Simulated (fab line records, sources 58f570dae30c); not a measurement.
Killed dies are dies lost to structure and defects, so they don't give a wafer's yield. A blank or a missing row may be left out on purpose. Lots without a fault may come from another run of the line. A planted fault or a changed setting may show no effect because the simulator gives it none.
Which tool did it? | flow berkeley_cmos170 | 15 lots, 45 wafers sampled, at 6 steps of a route of 331

WHAT THE GAUGES READ, wafer by wafer
UCB170_WELLDRIVE_THK_MEAS_02. Usual: WELLDRIVE_OXIDE_THK 198 nm, standard deviation 3.
lot  | measured    | on            | WELLDRIVE_OXIDE_THK (nm) | flag
L932 | day 3 22:56 | film_metro-01 | 202 199 198              |
L931 | day 3 22:57 | film_metro-02 | 197 198 199              |
L933 | day 3 22:57 | film_metro-04 | 199 199 199              |
L935 | day 4 09:20 | film_metro-01 | 198 196 196              |
L937 | day 4 14:57 | film_metro-04 | 197 199 200              |
L938 | day 4 14:58 | film_metro-01 | 200 194 195              |
L941 | day 5 11:17 | film_metro-01 | 196 196 198              |
L942 | day 5 18:49 | film_metro-02 | 200 198 197              |
L943 | day 5 19:13 | film_metro-01 | 195 195 194              |
L944 | day 6 02:49 | film_metro-01 | 202 202 199              |
L945 | day 6 12:17 | film_metro-01 | 202 199 201              |
L947 | day 6 12:18 | film_metro-04 | 202 196 201              |
L949 | day 7 05:44 | film_metro-02 | 196 197 195              |
L953 | day 8 09:53 | film_metro-02 | 200 200 198              |
L954 | day 9 00:47 | film_metro-04 | 198 198 198              |

UCB170_ACTIVE_THK_MEAS_03. Usual: ACTIVE_OXIDE_THK 26.2 nm, standard deviation 0.43.
lot  | measured    | on            | ACTIVE_OXIDE_THK (nm) | flag
L932 | day 4 06:19 | film_metro-03 | 26.4 26.2 26.3        |
L931 | day 4 06:19 | film_metro-01 | 26.6 26.4 26.0        |
L933 | day 4 06:19 | film_metro-04 | 26.1 26.2 25.9        |
L935 | day 4 18:22 | film_metro-04 | 26.8 26.2 25.9        |
L937 | day 4 23:11 | film_metro-03 | 27.3 26.9 26.8        |
L938 | day 4 23:11 | film_metro-01 | 25.9 26.0 25.9        |
L941 | day 5 19:31 | film_metro-01 | 25.7 25.5 25.4        |
L942 | day 6 04:10 | film_metro-04 | 26.2 26.6 26.8        |
L943 | day 6 04:10 | film_metro-01 | 25.8 25.8 25.4        |
L944 | day 6 14:53 | film_metro-04 | 26.6 26.3 26.9        |
L945 | day 6 19:16 | film_metro-01 | 26.6 26.4 26.7        |
L947 | day 6 19:14 | film_metro-03 | 27.1 27.1 27.0        |
L949 | day 7 17:24 | film_metro-01 | 26.1 26.6 26.5        |
L953 | day 8 19:54 | film_metro-04 | 26.3 26.2 26.1        |
L954 | day 9 06:38 | film_metro-01 | 26.3 26.3 26.2        |

UCB170_NVT_OVL_MEAS_06. Usual: NVT_OVL -1 nm, standard deviation 6.7.
lot  | measured     | on         | NVT_OVL (nm) | flag
L932 | day 5 15:35  | overlay-02 | -10 -12 -7   |
L931 | day 5 14:50  | overlay-02 | 14 10 13     |
L933 | day 5 15:38  | overlay-02 | 1 -1 -1      |
L935 | day 6 08:24  | overlay-02 | -1 2 -3      |
L937 | day 6 14:29  | overlay-01 | -11 -7 -2    |
L938 | day 6 14:28  | overlay-01 | -4 -8 -3     |
L941 | day 7 17:35  | overlay-01 | -6 1 -6      |
L942 | day 8 00:50  | overlay-01 | -2 2 -7      |
L943 | day 8 01:05  | overlay-02 | -2 1 -7      |
L944 | day 8 12:36  | overlay-02 | - - -        | OFF
L945 | day 8 12:33  | overlay-01 | - - -        | OFF
L947 | day 8 12:19  | overlay-01 | - - -        | OFF
L949 | day 9 11:39  | overlay-01 | 0 -3 6       |
L953 | day 10 07:26 | overlay-01 | -3 -7 2      |
L954 | day 10 14:05 | overlay-02 | -5 -15 -16   |

UCB170_NVT_TW_MEAS_09. Usual: NVT_TW 526.8, standard deviation 2.
lot  | measured     | on            | NVT_TW            | flag
L932 | day 5 15:52  | film_metro-02 | 527.9 530.0 525.2 |
L931 | day 5 15:07  | film_metro-01 | 525.7 526.6 527.8 |
L933 | day 5 15:55  | film_metro-01 | 523.1 527.1 524.2 |
L935 | day 6 08:41  | film_metro-02 | 525.0 529.7 527.9 |
L937 | day 6 14:46  | film_metro-03 | 524.2 525.9 527.1 |
L938 | day 6 14:45  | film_metro-01 | 525.0 524.5 525.9 |
L941 | day 7 17:53  | film_metro-03 | 528.2 524.6 527.0 |
L942 | day 8 01:07  | film_metro-02 | 528.5 528.4 525.8 |
L943 | day 8 01:22  | film_metro-03 | 526.1 528.0 527.1 |
L944 | day 8 12:53  | film_metro-01 | 524.1 522.7 523.2 |
L945 | day 8 12:51  | film_metro-02 | 529.9 527.3 527.7 |
L947 | day 8 12:36  | film_metro-01 | 525.8 524.7 521.8 |
L949 | day 9 11:56  | film_metro-02 | 528.2 526.4 525.8 |
L953 | day 10 07:43 | film_metro-02 | 523.7 525.2 523.8 |
L954 | day 10 14:22 | film_metro-02 | 527.1 529.3 523.6 |

UCB170_PVT_TW_MEAS_09. Usual: PVT_TW 509, standard deviation 3.2.
lot  | measured     | on            | PVT_TW                  | flag
L932 | day 5 18:17  | film_metro-04 | 509 510 508             |
L931 | day 5 17:43  | film_metro-02 | 513 515 511             |
L933 | day 5 18:19  | film_metro-02 | 514 511 512             |
L935 | day 6 10:23  | film_metro-04 | 504 506 507             |
L937 | day 6 18:11  | film_metro-03 | 508 508 509             |
L938 | day 6 17:49  | film_metro-04 | 507 504 506             |
L941 | day 7 20:12  | film_metro-02 | 513 512 515             |
L942 | day 8 03:33  | film_metro-04 | 506 505 507             |
L943 | day 8 03:47  | film_metro-02 | 514 511 513             |
L944 | day 8 14:51  | film_metro-04 | 638 636 638 633 638 640 | OFF
L945 | day 8 14:38  | film_metro-04 | 640 639 638 641 641 637 | OFF
L947 | day 8 14:28  | film_metro-04 | 639 632 634 637 636 634 | OFF
L949 | day 9 16:12  | film_metro-02 | 512 513 511             |
L953 | day 10 09:21 | film_metro-03 | 510 511 510             |
L954 | day 10 16:25 | film_metro-04 | 505 505 507             |

WHICH TOOL RAN EACH LOT (tool, then ch and the chambers of the sampled wafers, then the start)
lot  | UCB170_NVT_COAT_01
L932 | litho_track-03 ch 0, day 5 14:21
L931 | litho_track-01 ch 0, day 5 14:09
L933 | litho_track-02 ch 0, day 5 14:23
L935 | litho_track-03 ch 0, day 6 07:43
L937 | litho_track-01 ch 0, day 6 12:42
L938 | litho_track-02 ch 0, day 6 12:34
L941 | litho_track-01 ch 0, day 7 16:47
L942 | litho_track-03 ch 0, day 8 00:01
L943 | litho_track-01 ch 0, day 8 00:01
L944 | litho_track-03, day 8 11:37
L945 | litho_track-01, day 8 11:29
L947 | litho_track-02, day 8 11:17
L949 | litho_track-03 ch 0, day 9 10:59
L953 | litho_track-02 ch 0, day 10 06:14
L954 | litho_track-03 ch 0, day 10 12:52
- UCB170_NVT_COAT_01: resist thk 900 nm.

WHAT THE TOOLS THEMSELVES READ (means of the sampled wafers that have a number; where no wafer has one, the mark that the record gives instead)
UCB170_NVT_COAT_01. Usual: chill_plate_temp_C 22.98 C, standard deviation 0.1; dispense_pressure_kPa 51 kPa, standard deviation 3.2; resist_line_temp_C 23.01 C, standard deviation 0.1.
lot  | tool           | chill_plate_temp_C (C) | dispense_pressure_kPa (kPa) | resist_line_temp_C (C) | flag
L932 | litho_track-03 | 22.85                  | 49                          | 23.05                  |
L931 | litho_track-01 | 23.06                  | 49                          | 22.98                  |
L933 | litho_track-02 | 22.97                  | 56                          | 23.08                  |
L935 | litho_track-03 | 22.98                  | 49                          | 23.03                  |
L937 | litho_track-01 | 22.92                  | 49                          | 23.05                  |
L938 | litho_track-02 | 22.95                  | 56                          | 23.07                  |
L941 | litho_track-01 | 22.95                  | 49                          | 22.85                  |
L942 | litho_track-03 | 23.06                  | 49                          | 22.90                  |
L943 | litho_track-01 | 22.91                  | 49                          | 23.03                  |
L944 | litho_track-03 | -                      | -                           | -                      | OFF
L945 | litho_track-01 | -                      | -                           | -                      | OFF
L947 | litho_track-02 | -                      | -                           | -                      | OFF
L949 | litho_track-03 | 22.94                  | 49                          | 22.92                  |
L953 | litho_track-02 | 23.05                  | 56                          | 23.09                  |
L954 | litho_track-03 | 23.07                  | 49                          | 23.03                  |

THE ANSWER, worked out from the rows above alone
Rule: a lot is off if the mean of its wafers that have a number lies more than 3 standard deviations from the usual mean. A lot without any number at a reading at which 4 lots or more have one is off too. The other lots that the step has rows for count as sound. The gauges are gone through in route order, then the tools' own readings, and for those a lot's mean is taken as printed above. The first step at which some lot is off is used, and at that step the reading that is off furthest; a lot without a number counts as furthest.
Off: L944, L945, L947, at UCB170_NVT_OVL_MEAS_06 (NVT_OVL). Without a number there: L944, L945, L947.
A tool fits if, at a process step before that reading, it ran every lot that is off, and no sound lot after the first of them. The gauges at UCB170_NVT_OVL_MEAS_06 aren't tried: what is off there is off at UCB170_PVT_TW_MEAS_09 too, on other tools, and a gauge's error can't cause that. None of those tried fits.

WHAT THE SIMULATOR HAD PUT IN
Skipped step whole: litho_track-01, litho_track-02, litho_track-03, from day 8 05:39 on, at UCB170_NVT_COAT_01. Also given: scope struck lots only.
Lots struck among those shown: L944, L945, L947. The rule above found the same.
